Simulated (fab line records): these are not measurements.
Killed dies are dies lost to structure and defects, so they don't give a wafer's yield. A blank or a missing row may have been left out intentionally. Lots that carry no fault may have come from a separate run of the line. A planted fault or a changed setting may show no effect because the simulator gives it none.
Which of the tools did it? || flow rit-cmos || 16 lots with 48 wafers sampled at 3 steps, on a route of 202 steps

## WHAT THE GAUGES SHOWED, per wafer
RIT_SILICIDE_RS_MEAS_02: the measuring method here is four-point-probe.
{"lot": "L196", "measured": "day 3 03:37", "on": "film-metro-03", "SILICIDE_TI_RS (ohm/sq)": "47.5 47.5 47.0"}
{"lot": "L197", "measured": "day 3 08:28", "on": "film-metro-04", "SILICIDE_TI_RS (ohm/sq)": "47.6 47.5 47.9"}
{"lot": "L198", "measured": "day 3 13:22", "on": "film-metro-04", "SILICIDE_TI_RS (ohm/sq)": "48.6 48.4 47.9"}
{"lot": "L200", "measured": "day 3 23:27", "on": "film-metro-03", "SILICIDE_TI_RS (ohm/sq)": "48.5 48.3 48.2"}
{"lot": "L202", "measured": "day 4 08:45", "on": "film-metro-03", "SILICIDE_TI_RS (ohm/sq)": "47.6 47.4 47.1"}
{"lot": "L203", "measured": "day 4 12:36", "on": "film-metro-01", "SILICIDE_TI_RS (ohm/sq)": "47.4 47.1 47.0"}
{"lot": "L205", "measured": "day 5 00:38", "on": "film-metro-03", "SILICIDE_TI_RS (ohm/sq)": "47.3 47.8 47.6"}
{"lot": "L206", "measured": "day 5 04:00", "on": "film-metro-03", "SILICIDE_TI_RS (ohm/sq)": "47.2 47.2 47.7"}
{"lot": "L207", "measured": "day 5 08:56", "on": "film-metro-03", "SILICIDE_TI_RS (ohm/sq)": "48.5 48.5 48.0"}
{"lot": "L208", "measured": "day 5 15:52", "on": "film-metro-01", "SILICIDE_TI_RS (ohm/sq)": "46.5 46.9 47.1"}
{"lot": "L209", "measured": "day 5 21:05", "on": "film-metro-04", "SILICIDE_TI_RS (ohm/sq)": "67.7 66.4 66.5"}
{"lot": "L210", "measured": "day 6 00:20", "on": "film-metro-04", "SILICIDE_TI_RS (ohm/sq)": "64.8 65.2 65.6"}
{"lot": "L212", "measured": "day 6 09:21", "on": "film-metro-01", "SILICIDE_TI_RS (ohm/sq)": "65.5 64.9 66.2"}
{"lot": "L214", "measured": "day 6 22:46", "on": "film-metro-03", "SILICIDE_TI_RS (ohm/sq)": "66.3 66.0 66.0"}
{"lot": "L217", "measured": "day 7 11:32", "on": "film-metro-01", "SILICIDE_TI_RS (ohm/sq)": "46.3 47.2 47.1"}
{"lot": "L219", "measured": "day 7 22:56", "on": "film-metro-03", "SILICIDE_TI_RS (ohm/sq)": "48.4 47.9 47.9"}

RIT_SILICIDE_THK_MEAS_03: measures by xrf.
{"lot": "L196", "measured": "day 3 03:44", "on": "film-metro-03", "SILICIDE_TI_THK (nm)": "30.47 30.47 30.71"}
{"lot": "L197", "measured": "day 3 08:35", "on": "film-metro-04", "SILICIDE_TI_THK (nm)": "30.38 30.35 30.07"}
{"lot": "L198", "measured": "day 3 13:28", "on": "film-metro-04", "SILICIDE_TI_THK (nm)": "29.69 29.75 30.13"}
{"lot": "L200", "measured": "day 3 23:34", "on": "film-metro-03", "SILICIDE_TI_THK (nm)": "30.08 30.21 30.10"}
{"lot": "L202", "measured": "day 4 08:52", "on": "film-metro-03", "SILICIDE_TI_THK (nm)": "30.41 30.52 30.59"}
{"lot": "L203", "measured": "day 4 12:42", "on": "film-metro-01", "SILICIDE_TI_THK (nm)": "30.23 30.34 30.44"}
{"lot": "L205", "measured": "day 5 00:46", "on": "film-metro-03", "SILICIDE_TI_THK (nm)": "30.56 30.22 30.59"}
{"lot": "L206", "measured": "day 5 04:07", "on": "film-metro-03", "SILICIDE_TI_THK (nm)": "30.72 30.62 30.35"}
{"lot": "L207", "measured": "day 5 09:03", "on": "film-metro-03", "SILICIDE_TI_THK (nm)": "30.04 29.97 30.30"}
{"lot": "L208", "measured": "day 5 15:58", "on": "film-metro-01", "SILICIDE_TI_THK (nm)": "30.67 30.58 30.22"}
{"lot": "L209", "measured": "day 5 21:11", "on": "film-metro-04", "SILICIDE_TI_THK (nm)": "24.63 24.95 24.84"}
{"lot": "L210", "measured": "day 6 00:27", "on": "film-metro-04", "SILICIDE_TI_THK (nm)": "25.37 25.21 25.27"}
{"lot": "L212", "measured": "day 6 09:28", "on": "film-metro-01", "SILICIDE_TI_THK (nm)": "25.12 25.33 24.98"}
{"lot": "L214", "measured": "day 6 22:53", "on": "film-metro-03", "SILICIDE_TI_THK (nm)": "25.04 25.23 25.19"}
{"lot": "L217", "measured": "day 7 11:40", "on": "film-metro-01", "SILICIDE_TI_THK (nm)": "30.87 30.39 30.36"}
{"lot": "L219", "measured": "day 7 23:02", "on": "film-metro-03", "SILICIDE_TI_THK (nm)": "30.00 30.42 30.24"}

## TOOL THAT RAN EACH LOT (tool first, then ch and the chambers of the sampled wafers, then the start)
{"lot": "L196", "RIT_SILICIDE_SPUTTER_01": "pvd-sputter-01, day 3 03:26"}
{"lot": "L197", "RIT_SILICIDE_SPUTTER_01": "pvd-sputter-04, day 3 08:17"}
{"lot": "L198", "RIT_SILICIDE_SPUTTER_01": "pvd-sputter-01, day 3 13:11"}
{"lot": "L200", "RIT_SILICIDE_SPUTTER_01": "pvd-sputter-01, day 3 23:18"}
{"lot": "L202", "RIT_SILICIDE_SPUTTER_01": "pvd-sputter-02, day 4 08:35"}
{"lot": "L203", "RIT_SILICIDE_SPUTTER_01": "pvd-sputter-04, day 4 12:25"}
{"lot": "L205", "RIT_SILICIDE_SPUTTER_01": "pvd-sputter-04, day 5 00:29"}
{"lot": "L206", "RIT_SILICIDE_SPUTTER_01": "pvd-sputter-02, day 5 03:50"}
{"lot": "L207", "RIT_SILICIDE_SPUTTER_01": "pvd-sputter-04, day 5 08:47"}
{"lot": "L208", "RIT_SILICIDE_SPUTTER_01": "pvd-sputter-02, day 5 15:41"}
{"lot": "L209", "RIT_SILICIDE_SPUTTER_01": "pvd-sputter-04, day 5 20:55"}
{"lot": "L210", "RIT_SILICIDE_SPUTTER_01": "pvd-sputter-04, day 6 00:11"}
{"lot": "L212", "RIT_SILICIDE_SPUTTER_01": "pvd-sputter-04, day 6 09:11"}
{"lot": "L214", "RIT_SILICIDE_SPUTTER_01": "pvd-sputter-04, day 6 22:37"}
{"lot": "L217", "RIT_SILICIDE_SPUTTER_01": "pvd-sputter-01, day 7 11:23"}
{"lot": "L219", "RIT_SILICIDE_SPUTTER_01": "pvd-sputter-01, day 7 22:46"}
- RIT_SILICIDE_SPUTTER_01: material Ti, target thk 30 nm, time 240 s.

## AS READ BY THE TOOLS THEMSELVES (means over the sampled wafers that have a number; for cases with no such wafer, the mark the record gives instead)
RIT_SILICIDE_SPUTTER_01.
{"lot": "L196", "tool": "pvd-sputter-01", "chamber-pressure-pa (Pa)": 0.6657, "throttle-valve-pct (%)": 29.1}
{"lot": "L197", "tool": "pvd-sputter-04", "chamber-pressure-pa (Pa)": 0.6658, "throttle-valve-pct (%)": 29.4}
{"lot": "L198", "tool": "pvd-sputter-01", "chamber-pressure-pa (Pa)": 0.6670, "throttle-valve-pct (%)": 30.3}
{"lot": "L200", "tool": "pvd-sputter-01", "chamber-pressure-pa (Pa)": 0.6673, "throttle-valve-pct (%)": 29.9}
{"lot": "L202", "tool": "pvd-sputter-02", "chamber-pressure-pa (Pa)": 0.6674, "throttle-valve-pct (%)": 30.6}
{"lot": "L203", "tool": "pvd-sputter-04", "chamber-pressure-pa (Pa)": 0.6677, "throttle-valve-pct (%)": 29.5}
{"lot": "L205", "tool": "pvd-sputter-04", "chamber-pressure-pa (Pa)": 0.6676, "throttle-valve-pct (%)": 29.5}
{"lot": "L206", "tool": "pvd-sputter-02", "chamber-pressure-pa (Pa)": 0.6676, "throttle-valve-pct (%)": 30.5}
{"lot": "L207", "tool": "pvd-sputter-04", "chamber-pressure-pa (Pa)": 0.6679, "throttle-valve-pct (%)": 30.4}
{"lot": "L208", "tool": "pvd-sputter-02", "chamber-pressure-pa (Pa)": 0.6679, "throttle-valve-pct (%)": 30.6}
{"lot": "L209", "tool": "pvd-sputter-04", "chamber-pressure-pa (Pa)": 0.6667, "throttle-valve-pct (%)": 29.9}
{"lot": "L210", "tool": "pvd-sputter-04", "chamber-pressure-pa (Pa)": 0.6688, "throttle-valve-pct (%)": 30.4}
{"lot": "L212", "tool": "pvd-sputter-04", "chamber-pressure-pa (Pa)": 0.6667, "throttle-valve-pct (%)": 29.5}
{"lot": "L214", "tool": "pvd-sputter-04", "chamber-pressure-pa (Pa)": 0.6696, "throttle-valve-pct (%)": 30.0}
{"lot": "L217", "tool": "pvd-sputter-01", "chamber-pressure-pa (Pa)": 0.6660, "throttle-valve-pct (%)": 30.1}
{"lot": "L219", "tool": "pvd-sputter-01", "chamber-pressure-pa (Pa)": 0.6674, "throttle-valve-pct (%)": 28.9}

## THE ANSWER, worked out from the rows above alone
Rule: the lots themselves supply what counts as usual. Put in order of their means at a reading, lots are off if they are a third of the lots or fewer, leave a main group of 4 or more, and stand apart from it by a gap of 3 or more times the standard deviation of the main group's means; of several such gaps the widest counts. A main group is skipped when, at the precision printed for the reading in the tables above, its means are all equal. A lot without any number at a reading at which 4 lots or more have one is off too. The other lots that the step has rows for count as sound. Order of review: gauges by route order, followed by the tools' own readings, for which a lot's mean as printed above is used. At the first step where some lot is off, the reading lying furthest off is the one used; lots without a number count as furthest.
Off: at RIT_SILICIDE_RS_MEAS_02 (SILICIDE_TI_RS), L209, L210, L212, L214. The main group has a mean of 47.6 ohm/sq with a standard deviation of 0.52.
A tool fits if, at a process step before that reading, it ran every lot that is off, and no sound lot after the first of them. Those tools and the gauges at RIT_SILICIDE_RS_MEAS_02 are tried in the same way. One fits: RIT_SILICIDE_SPUTTER_01 on pvd-sputter-04. A fault onset in the window from L207 (day 5 08:47, its last sound lot) to L209 (day 5 20:55, its first lot off) fits.

## WHAT WAS PUT IN BY THE SIMULATOR
Site profile drift: pvd-sputter-04, from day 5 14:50 on, at RIT_SILICIDE_SPUTTER_01. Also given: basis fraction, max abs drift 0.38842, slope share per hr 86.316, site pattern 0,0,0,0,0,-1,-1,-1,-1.
Shown lots that were struck: L209, L210, L212, L214. The rule above reached the same finding.
